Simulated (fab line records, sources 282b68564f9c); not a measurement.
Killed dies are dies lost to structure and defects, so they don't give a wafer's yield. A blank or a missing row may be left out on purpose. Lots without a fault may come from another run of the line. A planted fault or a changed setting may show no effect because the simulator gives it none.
fab line records | flow rit_cmos | part 1 of 2: steps 1 to 35 of 47
record lots=5 wafers=15 last_day=7
route steps=202 shown GATE@93 REOX@98 NLDD@103 PLDD@114 SPACER@125 NSD@131
lots that met no fault: from a run of the same line without faults
start_h: hours from the record's first day to the start of the lot's first wafer shown | wait_h: hours since the lot's step before | " the same as in the row above | L1.1+2: a row that stands for several wafers | - no value, or no start given | * or withheld: withheld | < > ~ a bound
route shown NAME@n: a module of which the file shows steps, and the number in the route of the first | usual: mean/standard deviation of fault-free wafers | same: alike in all rows | chamber/n: place in a boat | sites: the reading at each site | _std_site: their standard deviation | _edge_site: outer sites' mean less inner sites' | radius_mm: how far each site lies from the wafer's centre | mask NAME#n: copy n | behind: the tool/chamber that last shaped the wafer | hold: why the lot was held/for how many hours/how that ended | device: the transistor (n, p or np) that didn't switch | end of line: the same wafers' tests at the end of the route | a step without rows: its recipe alone | killed: dies lost to structure and defects at the first sort, not the wafer's yield | map: a wafer's dies, x killed, . not, _ none there
set.NAME: the setting as run; set.NAME@STEP: as run at that earlier step | model.NAME: the simulator's own value behind a step, which no gauge read
lots at some steps of the route; a table a step, a row a wafer
services: from which hour (start_h, from the record's first day; less than 0 if before it) a tool's chamber was out of use, for how many hours, and why
## steps
# step RIT_GATE_OVL_MEAS_17
# usual GATE_OVL=-0.4/1.2
# columns lot.wafer tool chamber start_h wait_h GATE_OVL[nm]
L076.3 overlay-01 - 48.73 0.1 -0.2
L076.4 " - " " 1.7
L076.5 " - " " 1.0
L077.1 overlay-02 - 52.46 0.1 -0.4
L077.2 " - " " -0.6
L077.4 " - " " -0.1
L085.1 overlay-01 - 97.29 0.1 0.2
L085.3 " - " " -0.6
L085.4 " - " " 1.6
L091.1 overlay-02 - 127.90 0.1 0.8
L091.4 " - " " 0.0
L091.5 " - " " 0.3
L096.1 overlay-02 - 154.36 0.1 -1.1
L096.4 " - " " -2.1
L096.6 " - " " -1.3
# step RIT_GATE_HARDBAKE_18
# recipe resist=NOVOLAK temp_c=140 time_s=60
# columns lot.wafer tool chamber start_h wait_h
L076.3+4+5 litho_track-03 0 48.80 0.1
L077.1+2+4 litho_track-04 0 52.60 0.1
L085.1+3+4 litho_track-04 0 97.33 0.0
L091.1+4+5 litho_track-03 0 127.93 0.0
L096.1+4+6 litho_track-01 0 154.39 0.0
# step RIT_GATE_ETCH_19
# recipe chemistry=SF6/CHF3/O2 time_s=165 SF6_flow_sccm=30 CHF3_flow_sccm=30 O2_flow_sccm=5 target=poly-Si pressure_mtorr=40 rf_w=160 target_depth_a=3125 over_etch_frac=0.25 stop_on=SiO2
# usual drypump_motor_current_A=5.5/0.47 oes_product_au=0.864/0.016 throttle_valve_pct=10.14/0.15
# columns lot.wafer tool chamber start_h wait_h drypump_motor_current_A oes_product_au rf_hours_counter_h throttle_valve_pct
L076.3 rie_si-01 1 48.90 0.1 5.5 0.854 0 10.22
L076.4 " 0 " " 5.8 0.885 128 10.16
L076.5 " 0 " " 5.8 0.884 - 10.15
L077.1 rie_si-02 3 52.75 0.1 6.2 0.863 80 10.28
L077.2 " 2 " " 6.0 0.851 161 10.04
L077.4 " 0 " " 4.8 0.863 158 9.96
L085.1 rie_si-02 0 97.48 0.1 4.8 0.856 0 9.95
L085.3 " 2 " " 6.0 0.858 0 10.07
L085.4 " 1 " " 4.9 0.881 89 10.36
L091.1 rie_si-02 3 128.08 0.1 6.2 0.871 80 10.28
L091.4 " 1 " " 5.0 0.866 89 10.37
L091.5 " 1 " " 5.0 0.868 - 10.36
L096.1 rie_si-02 1 154.54 0.1 5.0 0.873 89 10.35
L096.4 " 0 " " 4.8 0.848 1 9.96
L096.6 " 0 " " 4.8 0.847 - 9.94
# step RIT_GATE_STRIP_20
# recipe chemistry=O2 time_s=180 resist=NOVOLAK platen_temp_c=withheld power_w=500 pressure_mtorr=4000 o2_flow_sccm=4000
# usual drypump_motor_current_A=5.4/0.53 rf_refl_power_W=7.4/1.4
# columns lot.wafer tool chamber start_h wait_h drypump_motor_current_A rf_hours_counter_h rf_refl_power_W
L076.3 plasma_asher-03 0 49.07 0.1 5.6 - 8.1
L076.4 " 1 " " 5.6 - 9.1
L076.5 " 1 " " 5.7 - 9.3
L077.1 plasma_asher-02 0 52.86 0.1 5.1 41 5.3
L077.2 " 1 " " 4.7 41 6.3
L077.4 " 0 " " 5.1 - 5.6
L085.1 plasma_asher-01 1 97.59 0.1 6.4 45 7.7
L085.3 " 0 " " 4.9 - 6.3
L085.4 " 1 " " 6.3 - 7.4
L091.1 plasma_asher-02 0 128.19 0.1 5.2 1 5.7
L091.4 " 1 " " 4.7 - 6.4
L091.5 " 1 " " 4.6 - 6.1
L096.1 plasma_asher-01 1 154.65 0.1 6.4 51 7.2
L096.4 " 0 " " 4.9 - 6.4
L096.6 " 0 " " 4.9 - 6.5
# step RIT_GATE_CD_MEAS_90
# recipe target_cd_nm=150
# usual cd_nm=150.5/2.5
# columns lot.wafer tool chamber start_h wait_h cd_nm
L076.3 cd_sem-01 - 49.22 0.1 151.1
L076.4 " - " " 148.2
L076.5 " - " " 150.9
L077.1 cd_sem-01 - 53.04 0.1 149.4
L077.2 " - " " 147.8
L077.4 " - " " 146.9
L085.1 cd_sem-02 - 97.76 0.1 157.9
L085.3 " - " " 158.1
L085.4 " - " " 157.2
L091.1 cd_sem-01 - 128.37 0.1 147.7
L091.4 " - " " 145.4
L091.5 " - " " 145.3
L096.1 cd_sem-02 - 154.83 0.1 147.6
L096.4 " - " " 145.4
L096.6 " - " " 148.1
# step RIT_REOX_CLEAN_00
# recipe chemistry=SC1 mix=3:3:50 time_s=626.8 temp_c=75
# columns lot.wafer tool chamber start_h wait_h
L076.3+4+5 wet_bench-04 0 49.30 0.1
L077.1+2+4 wet_bench-02 3 53.16 0.1
L085.1+3+4 wet_bench-01 3 97.88 0.1
L091.1+4+5 wet_bench-02 3 128.49 0.1
L096.1+4+6 wet_bench-02 0 154.95 0.1
# step RIT_REOX_CLEAN_01
# recipe chemistry=dHF dilution=50:1 time_s=30
# columns lot.wafer tool chamber start_h wait_h
L076.3+4+5 wet_bench-01 2 49.48 0.0
L077.1+2+4 wet_bench-04 0 53.35 0.0
L085.1+3+4 wet_bench-04 0 98.06 0.0
L091.1+4+5 wet_bench-04 2 128.68 0.0
L096.1+4+6 wet_bench-01 0 155.14 0.0
# step RIT_REOX_CLEAN_02
# recipe chemistry=SC2 mix=3:3:50 time_s=600 temp_c=75 dry=n2_spin
# columns lot.wafer tool chamber start_h wait_h
L076.3+4+5 wet_bench-02 0 49.49 0.0
L077.1+2+4 wet_bench-01 0 53.37 0.0
L085.1+3+4 wet_bench-01 3 98.08 0.0
L091.1+4+5 wet_bench-02 0 128.69 0.0
L096.1+4+6 wet_bench-04 2 155.15 0.0
# step RIT_REOX_OXIDATION_03
# recipe temp_c=900 ambient=O2 target_thk_a=252 ox_time_s=5580
# usual ox_temp_c_max=904.5/1 spike_tc_centre_C=902.0/1.2
# columns lot.wafer tool chamber start_h wait_h ox_temp_c_max spike_tc_centre_C
L076.3 furnace-03 0 49.69 0.0 904.2 899.7
L076.4 " 0 " " 904.4 901.0
L076.5 " 0 " " 905.4 901.8
L077.1 furnace-04 0 53.54 0.0 903.3 902.2
L077.2 " 0 " " 903.7 901.6
L077.4 " 0 " " 904.0 901.5
L085.1 furnace-01 0 98.25 0.0 905.7 900.4
L085.3 " 0 " " 904.4 899.8
L085.4 " 0 " " 905.0 900.2
L091.1 furnace-04 0 130.27 1.4 903.4 903.0
L091.4 " 0 " " 903.8 905.0
L091.5 " 0 " " 903.1 903.1
L096.1 furnace-01 0 157.40 2.1 904.0 901.5
L096.4 " 0 " " 903.2 900.9
L096.6 " 0 " " 904.1 901.1
# step RIT_REOX_THK_MEAS_04
# recipe reads=SiO2_of_REOX_OXIDATION_03
# usual REOX_OXIDE_THK=24.9/0.54
# columns lot.wafer tool chamber start_h wait_h REOX_OXIDE_THK[nm]
L076.3 film_metro-01 - 52.26 0.0 26.1
L076.4 " - " " 25.7
L076.5 " - " " 25.2
L077.1 film_metro-03 - 56.09 0.0 24.1
L077.2 " - " " 24.2
L077.4 " - " " 23.8
L085.1 film_metro-01 - 100.80 0.0 25.2
L085.3 " - " " 25.4
L085.4 " - " " 25.4
L091.1 film_metro-04 - 132.82 0.0 26.0
L091.4 " - " " 25.6
L091.5 " - " " 25.3
L096.1 film_metro-03 - 159.95 0.0 25.0
L096.4 " - " " 24.8
L096.6 " - " " 25.0
# step RIT_NLDD_HMDS_00
# recipe prime_time_s=60 prime_temp_c=140
# columns lot.wafer tool chamber start_h wait_h
L076.3+4+5 litho_track-03 0 52.39 0.1
L077.1+2+4 litho_track-03 0 56.15 0.1
L085.1+3+4 litho_track-01 0 100.86 0.1
L091.1+4+5 litho_track-02 0 132.88 0.1
L096.1+4+6 litho_track-02 0 160.01 0.1
# step RIT_NLDD_COAT_01
# recipe resist=NOVOLAK spin_rpm=3250 resist_thk_nm=1000
# columns lot.wafer tool chamber start_h wait_h
L076.3+4+5 litho_track-03 0 52.54 0.1
L077.1+2+4 litho_track-03 0 56.30 0.1
L085.1+3+4 litho_track-01 0 101.01 0.1
L091.1+4+5 litho_track-02 0 133.03 0.1
L096.1+4+6 litho_track-02 0 160.16 0.1
# step RIT_NLDD_SOFTBAKE_02
# recipe resist=NOVOLAK temp_c=90 time_s=60
# columns lot.wafer tool chamber start_h wait_h
L076.3+4+5 litho_track-03 0 52.69 0.1
L077.1+2+4 litho_track-03 0 56.45 0.1
L085.1+3+4 litho_track-01 0 101.16 0.1
L091.1+4+5 litho_track-02 0 133.18 0.1
L096.1+4+6 litho_track-02 0 160.31 0.1
# step RIT_NLDD_EXPOSE_03
# recipe mask_id=M7 na=0.57 target_cd_nm=40700 dose_mj=250
# columns lot.wafer tool chamber start_h wait_h mask
L076.3+4+5 iline_stepper-02 0 52.83 0.1 M7#0
L077.1+2+4 iline_stepper-02 0 56.60 0.1 M7#0
L085.1+3+4 iline_stepper-02 0 101.44 0.2 M7#0
L091.1+4+5 iline_stepper-02 0 133.46 0.2 M7#0
L096.1+4+6 iline_stepper-02 0 160.82 0.5 M7#0
# step RIT_NLDD_PEB_04
# recipe resist=NOVOLAK temp_c=withheld time_s=withheld
# columns lot.wafer tool chamber start_h wait_h
L076.3+4+5 litho_track-03 0 52.96 0.1
L077.1+2+4 litho_track-01 0 56.72 0.1
L085.1+3+4 litho_track-02 0 101.55 0.1
L091.1+4+5 litho_track-02 0 133.57 0.1
L096.1+4+6 litho_track-02 0 160.94 0.1
# step RIT_NLDD_DEVELOP_05
# recipe resist=NOVOLAK develop_time_s=50 dev_temp_c=23
# columns lot.wafer tool chamber start_h wait_h
L076.3+4+5 litho_track-03 0 - -
L077.1+2+4 litho_track-01 0 - -
L085.1+3+4 litho_track-02 0 - -
L091.1+4+5 litho_track-02 0 - -
L096.1+4+6 litho_track-02 0 - -
# step RIT_NLDD_OVL_MEAS_06
# usual NLDD_OVL=0.8/1.2
# columns lot.wafer tool chamber start_h wait_h NLDD_OVL[nm]
L076.3 overlay-02 - 53.20 - 1.3
L076.4 " - " " 0.0
L076.5 " - " " 1.3
L077.1 overlay-02 - 57.00 - 1.5
L077.2 " - " " 3.3
L077.4 " - " " 2.4
L085.1 overlay-02 - 101.84 - 0.3
L085.3 " - " " 0.8
L085.4 " - " " -0.2
L091.1 overlay-01 - 133.86 - 1.4
L091.4 " - " " 1.4
L091.5 " - " " 0.8
L096.1 overlay-01 - 161.22 - -0.6
L096.4 " - " " 0.4
L096.6 " - " " 0.1
# step RIT_NLDD_HARDBAKE_07
# recipe resist=NOVOLAK temp_c=140 time_s=60
# columns lot.wafer tool chamber start_h wait_h
L076.3+4+5 litho_track-03 0 53.28 0.1
L077.1+2+4 litho_track-02 0 57.04 0.0
L085.1+3+4 litho_track-03 0 101.87 0.0
L091.1+4+5 litho_track-02 0 133.89 0.0
L096.1+4+6 litho_track-01 0 161.26 0.0
# step RIT_NLDD_IMPLANT_08
# recipe species=P energy_kev=20 dose_cm2=5e+14 tilt_deg=7
# usual tilt_deg=7.000/0.019
# columns lot.wafer tool chamber start_h wait_h tilt_deg
L076.3 implanter-01 0 53.43 0.1 7.009
L076.4 " 0 " " 6.983
L076.5 " 0 " " 6.995
L077.1 implanter-04 0 57.19 0.1 7.048
L077.2 " 0 " " 7.036
L077.4 " 0 " " 7.011
L085.1 implanter-04 0 102.02 0.1 7.003
L085.3 " 0 " " 7.005
L085.4 " 0 " " 6.996
L091.1 implanter-04 0 134.04 0.1 6.996
L091.4 " 0 " " 7.016
L091.5 " 0 " " 6.993
L096.1 implanter-04 0 161.41 0.1 7.028
L096.4 " 0 " " 6.996
L096.6 " 0 " " 6.998
# step RIT_NLDD_STRIP_09
# recipe chemistry=O2 time_s=180 resist=NOVOLAK platen_temp_c=withheld power_w=500 pressure_mtorr=4000 o2_flow_sccm=4000
# usual drypump_motor_current_A=5.6/0.68 rf_refl_power_W=6.4/0.92
# columns lot.wafer tool chamber start_h wait_h drypump_motor_current_A rf_hours_counter_h rf_refl_power_W
L076.3 plasma_asher-01 1 53.59 0.1 6.4 - 7.5
L076.4 " 0 " " 4.9 - 6.6
L076.5 " 1 " " 6.4 - 7.5
L077.1 plasma_asher-02 0 57.34 0.1 5.1 42 5.4
L077.2 " 1 " " 4.6 42 6.2
L077.4 " 1 " " 4.7 - 6.3
L085.1 plasma_asher-01 1 102.17 0.1 6.4 46 7.2
L085.3 " 0 " " 4.9 - 6.5
L085.4 " 1 " " 6.3 - 7.4
L091.1 plasma_asher-04 0 134.19 0.1 6.3 36 7.2
L091.4 " 1 " " 5.9 - 4.9
L091.5 " 1 " " 5.9 - 4.9
L096.1 plasma_asher-01 1 161.56 0.1 6.4 52 7.3
L096.4 " 1 " " 6.4 - 7.2
L096.6 " 1 " " 6.4 - 7.3
# step RIT_NLDD_TW_MEAS_10
# usual NLDD_TW=2499/16
# columns lot.wafer tool chamber start_h wait_h NLDD_TW
L076.3 film_metro-04 - 53.72 0.1 2516
L076.4 " - " " 2514
L076.5 " - " " 2521
L077.1 film_metro-04 - 57.51 0.1 2510
L077.2 " - " " 2515
L077.4 " - " " 2524
L085.1 film_metro-04 - 102.35 0.1 2511
L085.3 " - " " 2508
L085.4 " - " " 2505
L091.1 film_metro-02 - 134.37 0.1 2485
L091.4 " - " " 2500
L091.5 " - " " 2469
L096.1 film_metro-02 - 161.73 0.1 2487
L096.4 " - " " 2494
L096.6 " - " " 2482
# step RIT_PLDD_HMDS_00
# recipe prime_time_s=60 prime_temp_c=140
# columns lot.wafer tool chamber start_h wait_h
L076.3+4+5 litho_track-04 0 53.81 0.1
L077.1+2+4 litho_track-04 0 57.57 0.1
L085.1+3+4 litho_track-01 0 102.41 0.1
L091.1+4+5 litho_track-04 0 134.43 0.1
L096.1+4+6 litho_track-02 0 161.79 0.1
# step RIT_PLDD_COAT_01
# recipe resist=NOVOLAK spin_rpm=3250 resist_thk_nm=1000
# columns lot.wafer tool chamber start_h wait_h
L076.3+4+5 litho_track-04 0 53.96 0.1
L077.1+2+4 litho_track-04 0 57.72 0.1
L085.1+3+4 litho_track-01 0 102.56 0.1
L091.1+4+5 litho_track-04 0 134.58 0.1
L096.1+4+6 litho_track-02 0 161.94 0.1
# step RIT_PLDD_SOFTBAKE_02
# recipe resist=NOVOLAK temp_c=90 time_s=60
# columns lot.wafer tool chamber start_h wait_h
L076.3+4+5 litho_track-04 0 54.11 0.1
L077.1+2+4 litho_track-04 0 57.87 0.1
L085.1+3+4 litho_track-01 0 102.71 0.1
L091.1+4+5 litho_track-04 0 134.73 0.1
L096.1+4+6 litho_track-02 0 162.09 0.1
# step RIT_PLDD_EXPOSE_03
# recipe mask_id=M8 na=0.57 target_cd_nm=40900 dose_mj=250
# columns lot.wafer tool chamber start_h wait_h mask
L076.3+4+5 iline_stepper-02 0 54.25 0.1 M8#0
L077.1+2+4 iline_stepper-02 0 58.02 0.1 M8#0
L085.1+3+4 iline_stepper-01 0 102.86 0.1 M8#0
L091.1+4+5 iline_stepper-01 0 135.00 0.2 M8#0
L096.1+4+6 iline_stepper-02 0 162.37 0.2 M8#0
# step RIT_PLDD_PEB_04
# recipe resist=NOVOLAK temp_c=withheld time_s=withheld
# columns lot.wafer tool chamber start_h wait_h
L076.3+4+5 litho_track-01 0 54.38 0.1
L077.1+2+4 litho_track-04 0 58.14 0.1
L085.1+3+4 litho_track-01 0 102.97 0.1
L091.1+4+5 litho_track-04 0 135.12 0.1
L096.1+4+6 litho_track-04 0 162.48 0.1
# step RIT_PLDD_DEVELOP_05
# recipe resist=NOVOLAK develop_time_s=50 dev_temp_c=23
# columns lot.wafer tool chamber start_h wait_h
L076.3+4+5 litho_track-01 0 - -
L077.1+2+4 litho_track-04 0 - -
L085.1+3+4 litho_track-01 0 - -
L091.1+4+5 litho_track-04 0 - -
L096.1+4+6 litho_track-04 0 - -
# step RIT_PLDD_OVL_MEAS_06
# usual PLDD_OVL=0.1/1.3
# columns lot.wafer tool chamber start_h wait_h PLDD_OVL[nm]
L076.3 overlay-01 - 54.63 - 0.5
L076.4 " - " " 1.1
L076.5 " - " " 0.8
L077.1 overlay-01 - 58.42 - 0.8
L077.2 " - " " 1.4
L077.4 " - " " 2.6
L085.1 overlay-02 - 103.26 - -1.8
L085.3 " - " " -0.3
L085.4 " - " " 0.5
L091.1 overlay-01 - 135.40 - 0.8
L091.4 " - " " 0.5
L091.5 " - " " 0.3
L096.1 overlay-01 - 162.77 - 0.0
L096.4 " - " " -0.3
L096.6 " - " " 0.0
# step RIT_PLDD_HARDBAKE_07
# recipe resist=NOVOLAK temp_c=140 time_s=60
# columns lot.wafer tool chamber start_h wait_h
L076.3+4+5 litho_track-02 0 54.70 0.1
L077.1+2+4 litho_track-01 0 58.46 0.0
L085.1+3+4 litho_track-02 0 103.29 0.0
L091.1+4+5 litho_track-02 0 135.44 0.0
L096.1+4+6 litho_track-01 0 162.80 0.0
# step RIT_PLDD_IMPLANT_08
# recipe species=BF2 energy_kev=20 dose_cm2=8.879e+14 tilt_deg=7
# usual tilt_deg=7.001/0.02
# columns lot.wafer tool chamber start_h wait_h tilt_deg
L076.3 implanter-03 0 54.85 0.1 7.005
L076.4 " 0 " " 6.986
L076.5 " 0 " " 6.995
L077.1 implanter-01 0 58.61 0.1 7.015
L077.2 " 0 " " 6.994
L077.4 " 0 " " 7.026
L085.1 implanter-03 0 103.44 0.1 7.007
L085.3 " 0 " " 7.057
L085.4 " 0 " " 7.039
L091.1 implanter-03 0 135.59 0.1 6.971
L091.4 " 0 " " 7.023
L091.5 " 0 " " 6.981
L096.1 implanter-01 0 162.95 0.1 6.966
L096.4 " 0 " " 7.002
L096.6 " 0 " " 6.978
# step RIT_PLDD_STRIP_09
# recipe chemistry=O2 time_s=180 resist=NOVOLAK platen_temp_c=withheld power_w=500 pressure_mtorr=4000 o2_flow_sccm=4000
# usual drypump_motor_current_A=5.5/0.59 rf_refl_power_W=6.4/1.4
# columns lot.wafer tool chamber start_h wait_h drypump_motor_current_A rf_hours_counter_h rf_refl_power_W
L076.3 plasma_asher-04 0 55.01 0.1 6.3 - 7.3
L076.4 " 1 " " 5.9 - 4.6
L076.5 " 1 " " 5.9 - 4.8
L077.1 plasma_asher-04 1 58.76 0.1 5.9 28 4.7
L077.2 " 0 " " 6.3 28 7.4
L077.4 " 1 " " 5.9 - 4.6
L085.1 plasma_asher-03 0 103.59 0.1 5.6 45 8.4
L085.3 " 1 " " 5.7 - 9.4
L085.4 " 0 " " 5.6 - 8.1
L091.1 plasma_asher-02 1 135.74 0.1 4.6 2 6.6
L091.4 " 1 " " 4.6 - 6.4
L091.5 " 0 " " 5.1 - 5.6
L096.1 plasma_asher-04 0 163.10 0.1 6.3 39 6.9
L096.4 " 0 " " 6.3 - 7.0
L096.6 " 1 " " 5.9 - 4.9
# step RIT_PLDD_TW_MEAS_10
# usual PLDD_TW=2342/14
# columns lot.wafer tool chamber start_h wait_h PLDD_TW
L076.3 film_metro-04 - 55.14 0.1 2379
L076.4 " - " " 2364
L076.5 " - " " 2366
L077.1 film_metro-03 - 58.93 0.1 2350
L077.2 " - " " 2340
L077.4 " - " " 2326
L085.1 film_metro-03 - 103.77 0.1 2352
L085.3 " - " " 2359
L085.4 " - " " 2358
L091.1 film_metro-02 - 135.91 0.1 2353
L091.4 " - " " 2340
L091.5 " - " " 2347
L096.1 film_metro-04 - 163.28 0.1 2357
L096.4 " - " " 2362
L096.6 " - " " 2365
# step RIT_SPACER_CLEAN_00
# recipe chemistry=SC1 mix=3:3:50 time_s=600 temp_c=75
# columns lot.wafer tool chamber start_h wait_h
L076.3+4+5 wet_bench-03 3 55.18 0.0
L077.1+2+4 wet_bench-01 1 58.99 0.1
L085.1+3+4 wet_bench-03 3 103.83 0.1
L091.1+4+5 wet_bench-03 2 135.97 0.1
L096.1+4+6 wet_bench-02 3 163.34 0.1
# step RIT_SPACER_CLEAN_01
# recipe chemistry=dHF dilution=50:1 time_s=30
# columns lot.wafer tool chamber start_h wait_h
L076.3+4+5 wet_bench-03 2 55.38 0.0
L077.1+2+4 wet_bench-02 2 59.18 0.0
L085.1+3+4 wet_bench-01 1 104.00 0.0
L091.1+4+5 wet_bench-01 2 136.17 0.0
L096.1+4+6 wet_bench-03 1 163.53 0.0
# step RIT_SPACER_CLEAN_02
# recipe chemistry=SC2 mix=3:3:50 time_s=600 temp_c=75 dry=n2_spin
# columns lot.wafer tool chamber start_h wait_h
L076.3+4+5 wet_bench-03 3 55.39 0.0
L077.1+2+4 wet_bench-01 2 59.20 0.0
L085.1+3+4 wet_bench-02 1 104.02 0.0
L091.1+4+5 wet_bench-02 2 136.18 0.0
L096.1+4+6 wet_bench-01 0 163.55 0.0
